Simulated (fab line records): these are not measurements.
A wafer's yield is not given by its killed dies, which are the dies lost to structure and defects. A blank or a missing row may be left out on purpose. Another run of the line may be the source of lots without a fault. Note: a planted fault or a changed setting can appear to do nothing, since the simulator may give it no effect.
Split-lot study / flow rit cmos / route with 202 steps; 5 lots, 23 wafers read

== THE SPLIT ==
At RIT_NSD_COAT_01 (resist thk 1000 nm), the setting resist thk nm was moved away from the recipe's 1000 nm on 12 of the 23 wafers read, by -5.5% to +5.6%. The other wafers ran this setting at the recipe's value.

Reading taken at the split's own step.

== THE READING ==
NOVOLAK_of_NSD_COAT_01.thk nm (the simulator's own value, which no gauge read), in nm, at RIT_NSD_COAT_01 (resist thk 1000 nm). No usual value for it is given in the file. Average 1000.2 nm, standard deviation 3.2 nm, over the 11 wafers here run with the recipe.

wafer=L075.1; tool, chamber at the split=litho track-04, 0; resist thk nm as run, nm=1000; against the recipe=recipe; NOVOLAK_of_NSD_COAT_01.thk nm, nm=999.6; against lot-mates on the recipe=-
wafer=L075.2; tool, chamber at the split=litho track-04, 0; resist thk nm as run, nm=1000; against the recipe=recipe; NOVOLAK_of_NSD_COAT_01.thk nm, nm=995.5; against lot-mates on the recipe=-
wafer=L075.4; tool, chamber at the split=litho track-04, 0; resist thk nm as run, nm=944.7; against the recipe=-5.5%; NOVOLAK_of_NSD_COAT_01.thk nm, nm=942.3; against lot-mates on the recipe=-55.2
wafer=L075.5; tool, chamber at the split=litho track-04, 0; resist thk nm as run, nm=944.7; against the recipe=-5.5%; NOVOLAK_of_NSD_COAT_01.thk nm, nm=944.7; against lot-mates on the recipe=-52.8
wafer=L075.6; tool, chamber at the split=litho track-04, 0; resist thk nm as run, nm=944.7; against the recipe=-5.5%; NOVOLAK_of_NSD_COAT_01.thk nm, nm=944; against lot-mates on the recipe=-53.5
wafer=L078.2; tool, chamber at the split=litho track-02, 0; resist thk nm as run, nm=1000; against the recipe=recipe; NOVOLAK_of_NSD_COAT_01.thk nm, nm=1004; against lot-mates on the recipe=-
wafer=L078.4; tool, chamber at the split=litho track-02, 0; resist thk nm as run, nm=1000; against the recipe=recipe; NOVOLAK_of_NSD_COAT_01.thk nm, nm=1000; against lot-mates on the recipe=-
wafer=L078.5; tool, chamber at the split=litho track-02, 0; resist thk nm as run, nm=1000; against the recipe=recipe; NOVOLAK_of_NSD_COAT_01.thk nm, nm=1002; against lot-mates on the recipe=-
wafer=L079.1; tool, chamber at the split=litho track-02, 0; resist thk nm as run, nm=1056; against the recipe=+5.6%; NOVOLAK_of_NSD_COAT_01.thk nm, nm=1058; against lot-mates on the recipe=+59.4
wafer=L079.2; tool, chamber at the split=litho track-02, 0; resist thk nm as run, nm=1000; against the recipe=recipe; NOVOLAK_of_NSD_COAT_01.thk nm, nm=997.6; against lot-mates on the recipe=-
wafer=L079.3; tool, chamber at the split=litho track-02, 0; resist thk nm as run, nm=1056; against the recipe=+5.6%; NOVOLAK_of_NSD_COAT_01.thk nm, nm=1057; against lot-mates on the recipe=+58.4
wafer=L079.4; tool, chamber at the split=litho track-02, 0; resist thk nm as run, nm=1056; against the recipe=+5.6%; NOVOLAK_of_NSD_COAT_01.thk nm, nm=1051; against lot-mates on the recipe=+52.4
wafer=L079.5; tool, chamber at the split=litho track-02, 0; resist thk nm as run, nm=1000; against the recipe=recipe; NOVOLAK_of_NSD_COAT_01.thk nm, nm=999.6; against lot-mates on the recipe=-
wafer=L080.1; tool, chamber at the split=litho track-01, 0; resist thk nm as run, nm=961.5; against the recipe=-3.8%; NOVOLAK_of_NSD_COAT_01.thk nm, nm=965.7; against lot-mates on the recipe=-38.8
wafer=L080.2; tool, chamber at the split=litho track-01, 0; resist thk nm as run, nm=961.5; against the recipe=-3.8%; NOVOLAK_of_NSD_COAT_01.thk nm, nm=967.6; against lot-mates on the recipe=-36.9
wafer=L080.3; tool, chamber at the split=litho track-01, 0; resist thk nm as run, nm=1000; against the recipe=recipe; NOVOLAK_of_NSD_COAT_01.thk nm, nm=1007; against lot-mates on the recipe=-
wafer=L080.5; tool, chamber at the split=litho track-01, 0; resist thk nm as run, nm=1000; against the recipe=recipe; NOVOLAK_of_NSD_COAT_01.thk nm, nm=1002; against lot-mates on the recipe=-
wafer=L080.6; tool, chamber at the split=litho track-01, 0; resist thk nm as run, nm=961.5; against the recipe=-3.8%; NOVOLAK_of_NSD_COAT_01.thk nm, nm=964.2; against lot-mates on the recipe=-40.3
wafer=L082.1; tool, chamber at the split=litho track-04, 0; resist thk nm as run, nm=1048; against the recipe=+4.8%; NOVOLAK_of_NSD_COAT_01.thk nm, nm=1045; against lot-mates on the recipe=+47.8
wafer=L082.2; tool, chamber at the split=litho track-04, 0; resist thk nm as run, nm=1048; against the recipe=+4.8%; NOVOLAK_of_NSD_COAT_01.thk nm, nm=1047; against lot-mates on the recipe=+49.8
wafer=L082.3; tool, chamber at the split=litho track-04, 0; resist thk nm as run, nm=1048; against the recipe=+4.8%; NOVOLAK_of_NSD_COAT_01.thk nm, nm=1043; against lot-mates on the recipe=+45.8
wafer=L082.4; tool, chamber at the split=litho track-04, 0; resist thk nm as run, nm=1000; against the recipe=recipe; NOVOLAK_of_NSD_COAT_01.thk nm, nm=996.4; against lot-mates on the recipe=-
wafer=L082.6; tool, chamber at the split=litho track-04, 0; resist thk nm as run, nm=1000; against the recipe=recipe; NOVOLAK_of_NSD_COAT_01.thk nm, nm=998; against lot-mates on the recipe=-

FIT RESULTS
A straight line over all 23 wafers: NOVOLAK_of_NSD_COAT_01.thk nm changes by +9.71 nm for each +1% of resist thk nm; r = +1.00; the points scatter about the line by 3.3 nm.
The same after taking each lot's own level away (the mean of its wafers on the recipe; 23 wafers): +9.96 nm for each +1%; r = +1.00; scatter 2 nm.
According to that fit, moving resist thk nm by its largest amount changes the reading by 56 nm.
Measured against the standard deviation above, the lots' own levels, which go from 997.20 to 1004.50 nm, span 2.2 times it.
So the lot-to-lot level changes the slope little: the two slopes agree.
Check: with one of the wafers moved furthest among these (+5.6%) left out of the fit, the line predicts +55.4 nm for it against its lot-mates. It came out at +59.4 nm against them.

== THE OTHER SPLITS THESE WAFERS WENT THROUGH ==
Before the reading, these wafers also passed through other splits. Each is held against what the fit with the lots' levels taken away leaves over:
other split on the same wafers=RIT_ACTIVE_SOFTBAKE_07 temp c; wafers away from the commonest value=5; r with NOVOLAK_of_NSD_COAT_01.thk nm (lot level and that fit taken away)=-0.10
other split on the same wafers=RIT_NWELL_IMPLANT_08 dose cm2; wafers away from the commonest value=10; r with NOVOLAK_of_NSD_COAT_01.thk nm (lot level and that fit taken away)=-0.10
other split on the same wafers=RIT_PWELL_IMPLANT_08 dose cm2; wafers away from the commonest value=10; r with NOVOLAK_of_NSD_COAT_01.thk nm (lot level and that fit taken away)=-0.26
other split on the same wafers=RIT_NRETRO_COAT_01 resist thk nm; wafers away from the commonest value=11; r with NOVOLAK_of_NSD_COAT_01.thk nm (lot level and that fit taken away)=-0.07
other split on the same wafers=RIT_GATE_OXIDATION_05 temp c; wafers away from the commonest value=18; r with NOVOLAK_of_NSD_COAT_01.thk nm (lot level and that fit taken away)=+0.17
other split on the same wafers=RIT_GATE_EXPOSE_13 dose mj; wafers away from the commonest value=5; r with NOVOLAK_of_NSD_COAT_01.thk nm (lot level and that fit taken away)=+0.29
other split on the same wafers=RIT_GATE_STRIP_20 o2 flow sccm; wafers away from the commonest value=10; r with NOVOLAK_of_NSD_COAT_01.thk nm (lot level and that fit taken away)=+0.28

== THE FILE'S OWN FIT ==
NOVOLAK_of_NSD_COAT_01.thk nm changes by +9.95 nm for each +1% of resist thk nm, r = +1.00.
